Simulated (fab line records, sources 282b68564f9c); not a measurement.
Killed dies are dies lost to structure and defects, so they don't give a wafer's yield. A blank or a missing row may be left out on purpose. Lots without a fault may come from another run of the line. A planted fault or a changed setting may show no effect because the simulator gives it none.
fab line records | flow rit_cmos
record lots=7 wafers=21 last_day=7
route steps=202 shown SDANNEAL@154 PSD@157 NSD@158 PLDD@159 NLDD@160 SILICIDE@161 M1@202
lots that met no fault: from a run of the same line without faults
start_h: hours from the record's first day to the start of the lot's first wafer shown | wait_h: hours since the lot's step before | " the same as in the row above | L1.1+2: a row that stands for several wafers | - no value, or no start given | * or withheld: withheld | < > ~ a bound
route shown NAME@n: a module of which the file shows steps, and the number in the route of the first | usual: mean/standard deviation of fault-free wafers | same: alike in all rows | chamber/n: place in a boat | sites: the reading at each site | _std_site: their standard deviation | _edge_site: outer sites' mean less inner sites' | radius_mm: how far each site lies from the wafer's centre | mask NAME#n: copy n | behind: the tool/chamber that last shaped the wafer | hold: why the lot was held/for how many hours/how that ended | device: the transistor (n, p or np) that didn't switch | end of line: the same wafers' tests at the end of the route | a step without rows: its recipe alone | killed: dies lost to structure and defects at the first sort, not the wafer's yield | map: a wafer's dies, x killed, . not, _ none there
set.NAME: the setting as run; set.NAME@STEP: as run at that earlier step | model.NAME: the simulator's own value behind a step, which no gauge read
lots at some steps of the route; a table a step, a row a wafer
services: from which hour (start_h, from the record's first day; less than 0 if before it) a tool's chamber was out of use, for how many hours, and why
## steps
# step RIT_SDANNEAL_CLEAN_01
# recipe chemistry=dHF dilution=50:1 time_s=30
# step RIT_SDANNEAL_CLEAN_02
# recipe chemistry=SC2 mix=3:3:50 time_s=600 temp_c=75 dry=n2_spin
# step RIT_SDANNEAL_RTA_03
# recipe temp_c=1050 time_s=5 idle_temp_c=600 ramp_up_c_per_s=342 ramp_down_c_per_s=171 cool_to_c=600 ambient=N2
# usual ramp_down_c_per_s=171.00/0.031 wafer_temp_C_max=1053.5/1.1
# same time_s=5
# columns lot.wafer tool chamber start_h wait_h ramp_down_c_per_s wafer_temp_C_max
L116.1 rtp_anneal-01 0 72.79 0.0 170.99 1053.1
L116.2 " 0 " " 170.97 1053.6
L116.5 " 0 " " 171.01 1055.4
L124.1 rtp_anneal-01 0 127.71 0.0 170.95 1052.4
L124.5 " 0 " " 171.00 1053.9
L124.6 " 0 " " 171.05 1053.2
L125.2 rtp_anneal-02 0 134.16 0.0 171.03 1052.9
L125.4 " 0 " " 170.99 1052.3
L125.6 " 0 " " 171.02 1055.1
L126.2 rtp_anneal-01 0 143.55 0.0 170.98 1054.6
L126.4 " 0 " " 170.99 1054.4
L126.5 " 0 " " 171.06 1054.2
L130.1 rtp_anneal-01 0 158.48 0.0 171.00 1053.4
L130.4 " 0 " " 171.00 1052.7
L130.6 " 0 " " 171.03 1053.6
L132.1 rtp_anneal-02 0 169.73 0.0 171.03 1053.4
L132.3 " 0 " " 171.01 1054.8
L132.6 " 0 " " 170.95 1054.4
L134.1 rtp_anneal-01 0 170.14 0.0 170.96 1051.8
L134.5 " 0 " " 171.05 1053.6
L134.6 " 0 " " 171.02 1051.5
# step RIT_SDANNEAL_RS_MEAS_04
# recipe thk_meas_gauge=four-point-probe
# usual PSD_RS=115.44/0.29
# columns lot.wafer tool chamber start_h wait_h PSD_RS[ohm/sq]
L116.1 film_metro-02 - 72.85 0.0 115.52
L116.2 " - " " 115.28
L116.5 " - " " 115.40
L124.1 film_metro-04 - 127.76 0.0 115.71
L124.5 " - " " 115.61
L124.6 " - " " 115.36
L125.2 film_metro-02 - 134.23 0.1 115.81
L125.4 " - " " 115.66
L125.6 " - " " 115.54
L126.2 film_metro-01 - 143.62 0.1 115.07
L126.4 " - " " 115.29
L126.5 " - " " 115.60
L130.1 film_metro-02 - 158.54 0.0 115.20
L130.4 " - " " 115.70
L130.6 " - " " 115.04
L132.1 film_metro-04 - 169.79 0.0 115.32
L132.3 " - " " 115.25
L132.6 " - " " 114.78
L134.1 film_metro-02 - 170.19 0.0 115.57
L134.5 " - " " 115.27
L134.6 " - " " 115.17
# step RIT_SDANNEAL_RS_MEAS_05
# recipe thk_meas_gauge=four-point-probe
# usual NSD_RS=84.5/0.3
# columns lot.wafer tool chamber start_h wait_h NSD_RS[ohm/sq]
L116.1 film_metro-02 - 72.97 0.1 84.8
L116.2 " - " " 84.7
L116.5 " - " " 85.2
L124.1 film_metro-04 - 127.88 0.1 85.1
L124.5 " - " " 84.7
L124.6 " - " " 85.0
L125.2 film_metro-02 - 134.35 0.1 84.3
L125.4 " - " " 83.9
L125.6 " - " " 84.2
L126.2 film_metro-01 - 143.74 0.1 84.3
L126.4 " - " " 84.5
L126.5 " - " " 84.2
L130.1 film_metro-02 - 158.66 0.1 84.7
L130.4 " - " " 84.4
L130.6 " - " " 84.8
L132.1 film_metro-04 - 169.91 0.1 84.3
L132.3 " - " " 84.0
L132.6 " - " " 84.2
L134.1 film_metro-02 - 170.31 0.1 85.0
L134.5 " - " " 84.3
L134.6 " - " " 84.9
# step RIT_SDANNEAL_RS_MEAS_06
# recipe thk_meas_gauge=four-point-probe
# usual PLDD_RS=179.6/0.48
# columns lot.wafer tool chamber start_h wait_h PLDD_RS[ohm/sq]
L116.1 film_metro-02 - 73.09 0.1 179.2
L116.2 " - " " 179.5
L116.5 " - " " 179.4
L124.1 film_metro-04 - 128.00 0.1 180.2
L124.5 " - " " 180.9
L124.6 " - " " 179.8
L125.2 film_metro-02 - 134.47 0.1 179.4
L125.4 " - " " 178.9
L125.6 " - " " 179.3
L126.2 film_metro-01 - 143.86 0.1 179.9
L126.4 " - " " 179.7
L126.5 " - " " 179.9
L130.1 film_metro-02 - 158.78 0.1 180.0
L130.4 " - " " 180.6
L130.6 " - " " 180.1
L132.1 film_metro-04 - 170.03 0.1 178.9
L132.3 " - " " 179.7
L132.6 " - " " 179.1
L134.1 film_metro-02 - 170.43 0.1 179.2
L134.5 " - " " 180.0
L134.6 " - " " 179.9
# step RIT_SDANNEAL_RS_MEAS_07
# recipe thk_meas_gauge=four-point-probe
# usual NLDD_RS=150.4/0.52
# columns lot.wafer tool chamber start_h wait_h NLDD_RS[ohm/sq]
L116.1 film_metro-02 - 73.21 0.1 150.7
L116.2 " - " " 149.9
L116.5 " - " " 150.1
L124.1 film_metro-04 - 128.12 0.1 151.2
L124.5 " - " " 150.9
L124.6 " - " " 151.0
L125.2 film_metro-02 - 134.59 0.1 150.2
L125.4 " - " " 149.8
L125.6 " - " " 149.9
L126.2 film_metro-01 - 143.98 0.1 150.1
L126.4 " - " " 149.5
L126.5 " - " " 149.3
L130.1 film_metro-02 - 158.90 0.1 150.5
L130.4 " - " " 149.8
L130.6 " - " " 150.0
L132.1 film_metro-04 - 170.15 0.1 150.6
L132.3 " - " " 150.1
L132.6 " - " " 150.3
L134.1 film_metro-02 - 170.55 0.1 150.8
L134.5 " - " " 150.4
L134.6 " - " " 150.8
# step RIT_SILICIDE_WET_ETCH_00
# recipe chemistry=BOE target=SiO2 target_depth_nm=14 time_s=15 dry=n2_spin dilution=10:1 temp_c=21.5
# step RIT_SILICIDE_SPUTTER_01
# recipe material=Ti target_thk_nm=30 power_w=350 chamber_pressure_pa=0.667 gas=Ar time_s=240 substrate_temp_c=25
# usual substrate_temp_c=25.00/0.098 throttle_valve_pct=30.0/0.71
# same time_s=240
# columns lot.wafer tool chamber start_h wait_h substrate_temp_c throttle_valve_pct
L116.1 pvd_sputter-04 - 73.34 0.0 25.05 30.2
L116.2 " - " " 25.13 29.0
L116.5 " - " " 24.90 30.8
L124.1 pvd_sputter-03 - 128.26 0.0 24.96 29.9
L124.5 " - " " 24.97 28.8
L124.6 " - " " 25.06 29.7
L125.2 pvd_sputter-02 - 134.71 0.0 25.07 29.6
L125.4 " - " " 24.94 31.2
L125.6 " - " " 25.00 30.7
L126.2 pvd_sputter-04 - 144.10 0.0 25.08 29.5
L126.4 " - " " 25.10 30.1
L126.5 " - " " 25.09 30.0
L130.1 pvd_sputter-02 - 159.03 0.0 24.92 30.6
L130.4 " - " " 25.17 29.6
L130.6 " - " " 25.14 29.6
L132.1 pvd_sputter-04 - 170.28 0.0 24.98 28.9
L132.3 " - " " 24.96 30.2
L132.6 " - " " 24.95 30.2
L134.1 pvd_sputter-03 - 170.69 0.0 25.00 31.1
L134.5 " - " " 25.05 29.9
L134.6 " - " " 24.94 29.2
# step RIT_SILICIDE_RS_MEAS_02
# recipe thk_meas_gauge=four-point-probe reads=Ti_of_SILICIDE_SPUTTER_01
# usual SILICIDE_TI_RS=48.0/0.82
# columns lot.wafer tool chamber start_h wait_h SILICIDE_TI_RS[ohm/sq]
L116.1 film_metro-01 - 73.49 0.1 47.8
L116.2 " - " " 46.6
L116.5 " - " " 47.2
L124.1 film_metro-02 - 128.41 0.1 48.4
L124.5 " - " " 48.7
L124.6 " - " " 48.5
L125.2 film_metro-03 - 134.88 0.1 47.5
L125.4 " - " " 47.4
L125.6 " - " " 47.1
L126.2 film_metro-01 - 144.27 0.1 47.8
L126.4 " - " " 48.8
L126.5 " - " " 48.3
L130.1 film_metro-02 - 159.18 0.1 49.2
L130.4 " - " " 48.6
L130.6 " - " " 49.5
L132.1 film_metro-03 - 170.43 0.1 46.8
L132.3 " - " " 47.4
L132.6 " - " " 47.5
L134.1 film_metro-03 - 170.84 0.1 47.1
L134.5 " - " " 47.2
L134.6 " - " " 47.4
# step RIT_SILICIDE_THK_MEAS_03
# recipe thk_meas_gauge=xrf reads=Ti_of_SILICIDE_SPUTTER_01
# usual SILICIDE_TI_THK=29.6/0.43
# columns lot.wafer tool chamber start_h wait_h SILICIDE_TI_THK[nm]
L116.1 film_metro-01 - 73.61 0.1 29.5
L116.2 " - " " 30.3
L116.5 " - " " 29.8
L124.1 film_metro-02 - 128.53 0.1 29.5
L124.5 " - " " 29.4
L124.6 " - " " 29.4
L125.2 film_metro-03 - 134.99 0.1 30.0
L125.4 " - " " 30.0
L125.6 " - " " 30.2
L126.2 film_metro-01 - 144.38 0.1 29.7
L126.4 " - " " 29.1
L126.5 " - " " 29.2
L130.1 film_metro-02 - 159.30 0.1 29.1
L130.4 " - " " 29.1
L130.6 " - " " 28.9
L132.1 film_metro-03 - 170.55 0.1 30.4
L132.3 " - " " 29.8
L132.6 " - " " 29.9
L134.1 film_metro-03 - 170.96 0.1 30.1
L134.5 " - " " 30.0
L134.6 " - " " 30.0
# step RIT_SILICIDE_RTA_04
# recipe temp_c=650 time_s=10 idle_temp_c=25 ramp_up_s=5 ramp_down_s=5 cool_to_c=25 ambient=N2
# usual wafer_temp_C_max=653.3/0.68
# same time_s=10
# columns lot.wafer tool chamber start_h wait_h wafer_temp_C_max
L116.1 rtp_anneal-02 0 73.67 0.1 652.9
L116.2 " 0 " " 653.4
L116.5 " 0 " " 652.5
L124.1 rtp_anneal-02 0 128.59 0.1 652.2
L124.5 " 0 " " 653.6
L124.6 " 0 " " 653.2
L125.2 rtp_anneal-01 0 135.05 0.1 651.9
L125.4 " 0 " " 654.0
L125.6 " 0 " " 652.7
L126.2 rtp_anneal-02 0 144.44 0.1 653.4
L126.4 " 0 " " 652.6
L126.5 " 0 " " 653.2
L130.1 rtp_anneal-01 0 159.36 0.1 653.3
L130.4 " 0 " " 654.7
L130.6 " 0 " " 653.7
L132.1 rtp_anneal-02 0 170.61 0.1 651.6
L132.3 " 0 " " 653.3
L132.6 " 0 " " 651.9
L134.1 rtp_anneal-02 0 171.02 0.1 652.9
L134.5 " 0 " " 652.2
L134.6 " 0 " " 652.0
# step RIT_SILICIDE_WET_ETCH_05
# recipe chemistry=SPM target=Ti temp_c=90 time_s=120 dry=n2_spin
# usual bath_guard_temp_C=90.22/0.29 bath_heat_duty_pct=13.8/1.2 temp_c=90.04/0.13 time_s=120/0
# columns lot.wafer tool chamber start_h wait_h bath_guard_temp_C bath_heat_duty_pct temp_c time_s
L116.1 wet_bench-04 1 73.74 0.1 90.47 13.5 89.89 120
L116.2 " 1 " " 90.72 15.5 90.00 120
L116.5 " 1 " " 90.41 13.6 90.10 120
L124.1 wet_bench-04 3 128.65 0.1 - - - -
L124.5 " 3 " " - - - -
L124.6 " 3 " " - - - -
L125.2 wet_bench-04 0 135.10 0.0 - - - -
L125.4 " 0 " " - - - -
L125.6 " 0 " " - - - -
L126.2 wet_bench-03 2 144.49 0.0 - - - -
L126.4 " 2 " " - - - -
L126.5 " 2 " " - - - -
L130.1 wet_bench-01 2 159.43 0.1 90.53 11.5 90.22 120
L130.4 " 2 " " 90.19 13.0 90.36 120
L130.6 " 2 " " 90.10 12.9 90.04 120
L132.1 wet_bench-03 0 170.68 0.1 90.04 13.8 89.89 120
L132.3 " 0 " " 90.11 15.0 89.93 120
L132.6 " 0 " " 90.33 14.4 90.07 120
L134.1 wet_bench-04 1 171.08 0.1 90.56 14.4 89.84 120
L134.5 " 1 " " 90.35 14.2 90.03 120
L134.6 " 1 " " 90.63 14.1 89.78 120
# step RIT_SILICIDE_RTA_06
# recipe temp_c=750 time_s=10 idle_temp_c=25 ramp_up_s=5 ramp_down_s=10 cool_to_c=25 ambient=N2
# usual wafer_temp_C_max=753.8/0.76
# same time_s=10
# columns lot.wafer tool chamber start_h wait_h wafer_temp_C_max
L116.1 rtp_anneal-01 0 73.78 0.0 755.9
L116.2 " 0 " " 754.3
L116.5 " 0 " " 753.8
L124.1 rtp_anneal-01 0 128.70 0.0 753.8
L124.5 " 0 " " 753.6
L124.6 " 0 " " 754.7
L125.2 rtp_anneal-02 0 135.16 0.0 752.8
L125.4 " 0 " " 752.9
L125.6 " 0 " " 753.2
L126.2 rtp_anneal-01 0 144.55 0.0 753.4
L126.4 " 0 " " 753.8
L126.5 " 0 " " 754.5
L130.1 rtp_anneal-02 0 159.47 0.0 755.9
L130.4 " 0 " " 752.5
L130.6 " 0 " " 753.4
L132.1 rtp_anneal-01 0 170.72 0.0 755.0
L132.3 " 0 " " 754.3
L132.6 " 0 " " 755.6
L134.1 rtp_anneal-01 0 171.17 0.0 752.8
L134.5 " 0 " " 753.4
L134.6 " 0 " " 754.2
# step RIT_M1_PROBE_99
# usual killed_at_contacts=0.1/0.28 killed_at_front_end=7.1/2.8 killed_dies=7.1/2.9 killed_on_rim=1.9/1.5 killed_open=3.4/2 killed_short=3.6/2.1
# same gross_dies=264 killed_at_M0_to_M3=0 killed_at_M4_up=0 killed_at_back_side=0 killed_at_other=0
# columns lot.wafer tool chamber start_h wait_h killed_at_contacts killed_at_front_end killed_dies killed_on_rim killed_open killed_short
L116.1 prober-01 - 80.23 0.1 0 7 7 1 4 2
L116.2 prober-01 - 80.28 0.1 0 11 11 2 2 9
L116.5 prober-01 - 80.43 0.2 0 4 4 3 2 2
L124.1 prober-01 - 135.19 0.1 0 264 264 70 6 4
L124.5 prober-01 - 135.39 0.2 0 264 264 70 5 1
L124.6 prober-01 - 135.44 0.2 0 264 264 70 1 1
L125.2 prober-02 - 141.69 0.1 0 264 264 70 4 1
L125.4 prober-02 - 141.79 0.2 2 262 264 70 4 7
L125.6 prober-02 - 141.89 0.2 0 264 264 70 1 3
L126.2 prober-01 - 151.20 0.1 0 264 264 70 3 2
L126.4 prober-01 - 151.30 0.2 0 264 264 70 5 6
L126.5 prober-01 - 151.35 0.2 1 263 264 70 8 5
L132.1 prober-02 - 177.45 0.1 0 4 4 2 3 1
L132.3 prober-02 - 177.55 0.2 0 15 15 7 7 8
L132.6 prober-02 - 177.70 0.2 0 5 5 1 4 1
# killed by level:class
L116.1 SPACER:geometric_particle:open=3 FOX1:geometric_particle:short=1 FOX2:geometric_particle:open=1 FOX2:geometric_particle:short=1 GATE:coat_microbubble_printed=1
L116.2 FOX1:geometric_particle:short=4 GATE:geometric_particle:short=3 SPACER:geometric_particle:short=2 GATE:geometric_particle:open=1 SPACER:geometric_particle:open=1
L116.5 FOX1:geometric_particle:open=1 FOX2:geometric_particle:short=1 GATE:geometric_particle:short=1 GATE:geometric_particle:open=1
L124.1 SILICIDE:area_etch=254 GATE:geometric_particle:open=5 FOX1:geometric_particle:short=1 GATE:geometric_particle:short=1 REOX:geometric_particle:short=1 SPACER:geometric_particle:open=1 SPACER:geometric_particle:short=1
L124.5 SILICIDE:area_etch=258 GATE:geometric_particle:open=5 REOX:geometric_particle:short=1
L124.6 SILICIDE:area_etch=262 GATE:geometric_particle:short=1 GATE:geometric_particle:open=1
L125.2 SILICIDE:area_etch=259 FOX1:geometric_particle:open=4 GATE:geometric_particle:short=1
L125.4 SILICIDE:area_etch=253 FOX1:geometric_particle:short=3 SPACER:geometric_particle:open=2 FOX1:geometric_particle:open=1 GATE:geometric_particle:short=1 REOX:geometric_particle:short=1 SPACER:geometric_particle:short=1 CONTACT:geometric_particle:open=1
L125.6 SILICIDE:area_etch=260 FOX1:geometric_particle:short=3 REOX:geometric_particle:open=1
L126.2 SILICIDE:area_etch=259 FOX1:geometric_particle:open=2 GATE:geometric_particle:open=1 GATE:geometric_particle:short=1 SILICIDE:geometric_particle:short=1
L126.4 SILICIDE:area_etch=253 GATE:geometric_particle:short=4 GATE:geometric_particle:open=3 SPACER:geometric_particle:open=2 REOX:geometric_particle:short=1 SPACER:geometric_particle:short=1
L126.5 SILICIDE:area_etch=251 GATE:geometric_particle:short=3 GATE:geometric_particle:open=3 FOX1:geometric_particle:open=2 REOX:geometric_particle:short=1 REOX:geometric_particle:open=1 SPACER:geometric_particle:short=1 SPACER:geometric_particle:open=1
L132.1 GATE:geometric_particle:open=3 GATE:geometric_particle:short=1
L132.3 GATE:geometric_particle:short=5 GATE:geometric_particle:open=3 SILICIDE:geometric_particle:open=3 SPACER:geometric_particle:short=2 FOX2:geometric_particle:short=1 SPACER:geometric_particle:open=1
L132.6 GATE:geometric_particle:open=4 FOX2:geometric_particle:short=1
# map L124.1 (x killed, . not)
________xxxxxxx_______
_____xxxxxxxxxxxxx____
____xxxxxxxxxxxxxxx___
___xxxxxxxxxxxxxxxxx__
__xxxxxxxxxxxxxxxxxxx_
__xxxxxxxxxxxxxxxxxxx_
_xxxxxxxxxxxxxxxxxxxxx
_xxxxxxxxxxxxxxxxxxxxx
_xxxxxxxxxxxxxxxxxxxxx
_xxxxxxxxxxxxxxxxxxxxx
__xxxxxxxxxxxxxxxxxxx_
__xxxxxxxxxxxxxxxxxxx_
___xxxxxxxxxxxxxxxxx__
____xxxxxxxxxxxxxxx___
_____xxxxxxxxxxxxx____
________xxxxxxx_______
# map L125.2 (x killed, . not)
________xxxxxxx_______
_____xxxxxxxxxxxxx____
____xxxxxxxxxxxxxxx___
___xxxxxxxxxxxxxxxxx__
__xxxxxxxxxxxxxxxxxxx_
__xxxxxxxxxxxxxxxxxxx_
_xxxxxxxxxxxxxxxxxxxxx
_xxxxxxxxxxxxxxxxxxxxx
_xxxxxxxxxxxxxxxxxxxxx
_xxxxxxxxxxxxxxxxxxxxx
__xxxxxxxxxxxxxxxxxxx_
__xxxxxxxxxxxxxxxxxxx_
___xxxxxxxxxxxxxxxxx__
____xxxxxxxxxxxxxxx___
_____xxxxxxxxxxxxx____
________xxxxxxx_______
## services
# columns tool chamber start_h hours kind
pvd_sputter-02 - 70.14 7.8 repair
pvd_sputter-02 - 79.23 0.6 repair
pvd_sputter-03 - 92.52 4.0 repair
pvd_sputter-04 - 131.29 7.4 repair
pvd_sputter-03 - 134.70 8.4 repair
pvd_sputter-04 - 164.57 4.8 repair
## key
first_sign step=RIT_SILICIDE_WET_ETCH_05 reading=tool_record direction=missing
effect step=RIT_M1_PROBE_99 reading=killed_at_front_end direction=up sigmas=91 usual=7.1 struck=263.7
more_kills_born_at RIT_SILICIDE_WET_ETCH_05@wet_bench-04=1546 RIT_SILICIDE_WET_ETCH_05@wet_bench-03=763
met_at RIT_SILICIDE_WET_ETCH_05
struck_wafers L124.1,L124.5,L124.6,L125.2,L125.4,L125.6,L126.2,L126.4,L126.5
later_rows_left_out L124.1,L124.5,L124.6,L125.2,L125.4,L125.6,L126.2,L126.4,L126.5
tester_left_out L124,L125,L126
onset_between 73.74 128.65
fault kind=skipped_step_whole tool=wet_bench-03,wet_bench-04 chamber=- onset_h=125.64 steps=RIT_SILICIDE_WET_ETCH_05 scope=struck_lots_only
# tester_left_out: of these lots the tester's yield and bins aren't shown, on N5 and GAA mostly nor the transistor test; their killed dies are dies lost to structure and defects alone, not to doping, threshold or leakage, so they don't give the yield
# later_rows_left_out: the simulator's readings of these wafers behind a module that went badly wrong aren't trusted and aren't shown, but for the sort
